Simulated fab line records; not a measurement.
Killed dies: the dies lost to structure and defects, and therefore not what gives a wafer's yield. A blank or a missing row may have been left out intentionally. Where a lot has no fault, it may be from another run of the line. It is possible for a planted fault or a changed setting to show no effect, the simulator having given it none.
Which tool is to blame? | flow berkeley-cmos170 | 14 lots with 42 wafers sampled at 3 steps, on a route of 331 steps

== WHAT THE GAUGES SHOWED, per wafer ==
UCB170_ACTIVE_THK_MEAS_03.
lot  | measured    | on            | ACTIVE_OXIDE_THK (nm)
L586 | day 3 21:56 | film-metro-02 | 26.3 26.5 26.5
L587 | day 4 01:18 | film-metro-02 | 26.2 26.1 25.2
L588 | day 4 04:01 | film-metro-02 | 26.1 26.6 26.3
L590 | day 4 09:59 | film-metro-02 | 26.4 26.3 26.0
L593 | day 5 05:18 | film-metro-03 | 26.4 26.4 25.8
L594 | day 5 20:55 | film-metro-03 | 25.9 26.1 26.0
L597 | day 6 11:44 | film-metro-02 | 27.4 27.1 27.0
L598 | day 6 11:44 | film-metro-03 | 26.7 26.4 26.5
L599 | day 6 14:42 | film-metro-03 | 26.2 26.5 25.9
L600 | day 6 14:42 | film-metro-02 | 26.2 26.2 26.3
L605 | day 8 02:41 | film-metro-03 | 27.0 27.0 27.1
L603 | day 8 02:46 | film-metro-04 | 26.5 26.2 26.2
L607 | day 8 04:35 | film-metro-02 | 26.6 26.6 26.6
L608 | day 8 04:35 | film-metro-03 | 26.7 26.7 27.0

UCB170_FIELD_THK_MEAS_02.
lot  | measured    | on            | FIELD_OXIDE_THK (nm)
L586 | day 4 12:11 | film-metro-02 | 545 544 545
L587 | day 4 16:26 | film-metro-02 | 547 532 542
L588 | day 4 20:47 | film-metro-04 | 555 554 560
L590 | day 5 02:37 | film-metro-01 | 567 567 566
L593 | day 5 22:56 | film-metro-04 | 559 564 561
L594 | day 6 14:17 | film-metro-04 | 574 575 572
L597 | day 7 05:17 | film-metro-02 | 564 568 574
L598 | day 7 05:14 | film-metro-02 | 551 555 557
L599 | day 7 05:13 | film-metro-01 | 581 576 582
L600 | day 7 05:13 | film-metro-04 | 554 555 560
L605 | day 8 20:30 | film-metro-01 | 559 552 570
L603 | day 8 20:33 | film-metro-04 | 575 564 573
L607 | day 8 20:35 | film-metro-04 | 559 573 566
L608 | day 8 20:34 | film-metro-01 | 558 557 554

UCB170_NVT_OVL_MEAS_06.
lot  | measured    | on         | NVT_OVL (nm)
L586 | day 5 18:18 | overlay-02 | -7 0 3
L587 | day 5 23:58 | overlay-01 | 9 0 -11
L588 | day 5 23:40 | overlay-01 | 6 6 6
L590 | day 6 07:27 | overlay-02 | 6 6 7
L593 | day 7 01:30 | overlay-01 | -6 -10 3
L594 | day 7 06:23 | overlay-02 | -1 -3 4
L597 | day 8 02:47 | overlay-02 | -2 8 0
L598 | day 8 03:15 | overlay-01 | 9 7 3
L599 | day 8 03:03 | overlay-02 | 3 4 -2
L600 | day 8 02:30 | overlay-02 | 3 -1 0
L605 | day 9 12:32 | overlay-01 | -2 7 13
L603 | day 9 12:35 | overlay-02 | 11 1 8
L607 | day 9 12:17 | overlay-01 | 2 0 2
L608 | day 9 12:25 | overlay-02 | -4 -17 -17

== EACH LOT AND THE TOOL THAT RAN IT (in order: tool; ch and the chambers of the sampled wafers; start) ==
The record shows no process step preceding these readings.

== AS READ BY THE TOOLS THEMSELVES (means over the sampled wafers that have a number; for cases with no such wafer, the mark the record gives instead) ==
The record holds no such reading with a usual standard deviation.

== THE ANSWER, worked out from the rows above alone ==
Rule: usual is defined by the lots themselves. Put in order of their means at a reading, lots are off if they are a third of the lots or fewer, leave a main group of 4 or more, and stand apart from it by a gap of 3 or more times the standard deviation of the main group's means; of several such gaps the widest counts. Not used: any main group whose means are identical at the precision the tables above print for the reading. A lot without any number at a reading at which 4 lots or more have one is off too. All remaining lots with rows at the step are treated as sound. Order of review: gauges by route order, followed by the tools' own readings, for which a lot's mean as printed above is used. At the first step where some lot is off, the reading lying furthest off is the one used; lots without a number count as furthest.
No lot is off at any reading shown: from this, nothing can be told.

== WHAT HAD BEEN PUT IN BY THE SIMULATOR ==
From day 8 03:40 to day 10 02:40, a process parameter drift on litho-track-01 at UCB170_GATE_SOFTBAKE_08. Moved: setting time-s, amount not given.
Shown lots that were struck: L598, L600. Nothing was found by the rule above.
